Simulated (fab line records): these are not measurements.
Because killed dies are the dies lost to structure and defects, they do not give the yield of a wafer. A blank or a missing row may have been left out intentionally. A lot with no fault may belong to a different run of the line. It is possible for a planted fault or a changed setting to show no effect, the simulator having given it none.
Chamber matching    flow rit-cmos    rie-diel-04 running RIT_ACTIVE_ETCH_13: 3 sister chambers
The step etches Si3N4 in SF6, stops on SiO2, time 210 s, target depth 210 nm. 6 wafers are shown with their chamber, then 5 later ones without.

WAFERS, EACH WITH ITS CHAMBER
wafer   chamber  throttle-valve-pct (%)  oes-product-au (a.u.)
L984.1  2        7.49                    0.820
L984.2  0        7.51                    0.844
L986.2  2        7.50                    0.826
L986.4  1        7.36                    0.803
L986.6  0        7.51                    0.838
L992.2  1        7.36                    0.837

WAFERS MISSING THEIR CHAMBER
wafer   throttle-valve-pct (%)  oes-product-au (a.u.)
L998.1  7.50                    0.833
L998.2  7.35                    0.799
L998.5  7.50                    0.820
L101.1  7.51                    0.840
L101.4  7.38                    0.811

EACH ONE'S CHAMBER
wafer   from the rows above      in truth
L998.1  can't be placed: 2 or 0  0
L998.2  1                        1
L998.5  can't be placed: 2 or 0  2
L101.1  0                        0
L101.4  1                        1
Placed correctly: 3 of 5. Can't be placed from these rows: 2 (the true chamber is among the candidates in 2). Number placed wrongly: 0.
How it was worked out, from the rows above alone: a wafer's distance from a chamber is the root of the sum, over the readings, of the square of ((its reading less the chamber's mean) divided by the reading's scatter). If the next closest chamber is less than 2 further off than the closest, the wafer can't be placed; otherwise it belongs to the closest. A chamber's mean is the mean of its shown wafers. The scatter is the square root of a quotient: the sum, over the shown wafers, of each reading's squared deviation from its chamber's mean, divided by wafers minus chambers.
